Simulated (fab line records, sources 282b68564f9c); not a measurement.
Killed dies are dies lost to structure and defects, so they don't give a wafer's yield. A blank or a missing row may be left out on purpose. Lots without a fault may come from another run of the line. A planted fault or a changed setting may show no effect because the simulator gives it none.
Which tool did it? | flow rit_cmos | 7 lots, 21 wafers sampled, at 2 steps of a route of 202

WHAT THE GAUGES READ, wafer by wafer
RIT_SPACER_THK_MEAS_04.
lot  | measured    | on            | SPACER_NITRIDE_THK (nm)
L885 | day 3 04:19 | film_metro-01 | 247.0 247.1 248.9
L887 | day 3 17:08 | film_metro-01 | 249.7 251.5 251.3
L889 | day 4 00:05 | film_metro-03 | 246.1 247.9 248.8
L891 | day 4 08:18 | film_metro-03 | 260.7 260.5 258.8
L899 | day 6 00:27 | film_metro-03 | 248.6 247.9 246.0
L902 | day 6 18:26 | film_metro-02 | 254.5 252.8 253.7
L906 | day 7 11:03 | film_metro-01 | 244.0 247.3 246.7

WHICH TOOL RAN EACH LOT (tool, then ch and the chambers of the sampled wafers, then the start)
lot  | RIT_SPACER_CVD_03
L885 | lpcvd-02 ch 1, day 3 02:23
L887 | lpcvd-02 ch 1, day 3 15:13
L889 | lpcvd-01 ch 0, day 3 22:10
L891 | lpcvd-02 ch 0, day 4 06:22
L899 | lpcvd-01 ch 0, day 5 22:32
L902 | lpcvd-01 ch 0, day 6 15:33
L906 | lpcvd-02 ch 1, day 7 09:08
- RIT_SPACER_CVD_03: deposits Si3N4 from SiH2Cl2/NH3, target thk 250 nm, time 3300 s.

THE ANSWER, worked out from the rows above alone
Rule: what is usual is taken from the lots themselves. Put in order of their means at a reading, lots are off if they are a third of the lots or fewer, leave a main group of 4 or more, and stand apart from it by a gap of 3 or more times the standard deviation of the main group's means; of several such gaps the widest counts. A main group whose means are all the same, to the digits that the tables above print for the reading, isn't used. A lot without any number at a reading at which 4 lots or more have one is off too. The other lots that the step has rows for count as sound.
No lot is off at any reading shown: from this, nothing can be told.

WHAT THE SIMULATOR HAD PUT IN
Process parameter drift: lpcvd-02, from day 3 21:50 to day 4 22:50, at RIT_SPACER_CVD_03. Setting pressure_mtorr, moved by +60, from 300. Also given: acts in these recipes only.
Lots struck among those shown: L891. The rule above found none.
